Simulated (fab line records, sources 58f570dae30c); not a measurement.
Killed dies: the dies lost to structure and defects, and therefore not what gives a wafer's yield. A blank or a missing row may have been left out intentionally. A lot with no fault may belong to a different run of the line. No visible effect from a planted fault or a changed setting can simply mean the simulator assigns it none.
Matching of chambers	flow berkeley_cmos170	rie_diel-04 running UCB170_GATE_ETCH_14: 4 sister chambers
The step etches BARC in N2/H2. 16 wafers are shown with their chamber, then 8 later ones without.

== WAFERS PAIRED WITH THEIR CHAMBERS ==
wafer	chamber	drypump_motor_current_A (A)	throttle_valve_pct (%)	oes_product_au (a.u.)
L485.1	2	5.7	13.10	0.995
L485.2	1	5.0	13.24	1.015
L485.3	0	6.0	12.98	0.992
L486.2	2	5.7	13.10	1.008
L486.5	1	5.0	13.25	1.010
L486.6	2	5.7	13.09	0.992
L489.1	2	5.7	13.10	1.002
L489.3	0	6.0	13.01	1.000
L489.6	1	5.0	13.23	1.025
L491.2	3	6.6	13.46	0.990
L491.3	2	5.7	13.12	0.993
L491.4	1	5.0	13.27	1.024
L494.1	1	5.0	13.24	1.021
L494.2	2	5.7	13.10	1.005
L494.5	3	6.7	13.46	1.000
L507.1	0	6.0	13.00	1.002

SIGNATURES (means of the wafers above)
reading	chamber 0	chamber 1	chamber 2	chamber 3	scatter within a chamber
drypump_motor_current_A	6.000	5.000	5.700	6.650	0.0204
throttle_valve_pct	12.9967	13.2460	13.1017	13.4600	0.0125
oes_product_au	0.99800	1.01900	0.99917	0.99500	0.00642
Rule: for a wafer and a chamber, the distance is found by dividing, reading by reading, the gap between the wafer's reading and the chamber's mean by the reading's scatter, squaring, summing and taking the root. If the next closest chamber is less than 2 further off than the closest, the wafer can't be placed; otherwise it belongs to the closest. How the scatter is found: for the shown wafers, subtract from each reading the mean of its chamber, square and add these, divide the total by (wafers less chambers), then take the root.

== WAFERS WITH NO CHAMBER GIVEN ==
wafer	drypump_motor_current_A (A)	throttle_valve_pct (%)	oes_product_au (a.u.)
L507.2	5.0	13.26	1.018
L507.6	6.0	13.00	1.000
L506.3	6.0	12.98	0.993
L506.4	6.6	13.45	0.993
L506.5	6.0	13.00	0.996
L508.1	6.7	13.46	0.989
L508.4	6.0	13.01	0.995
L508.5	6.0	13.00	1.000

== EACH ONE'S CHAMBER ==
wafer	from the rows above	in truth
L507.2	1	1
L507.6	0	0
L506.3	0	0
L506.4	3	3
L506.5	0	0
L508.1	3	3
L508.4	0	0
L508.5	0	0
Correct placement for 8 of the 8. From these rows, 0 cannot be placed. 0 placed wrongly.
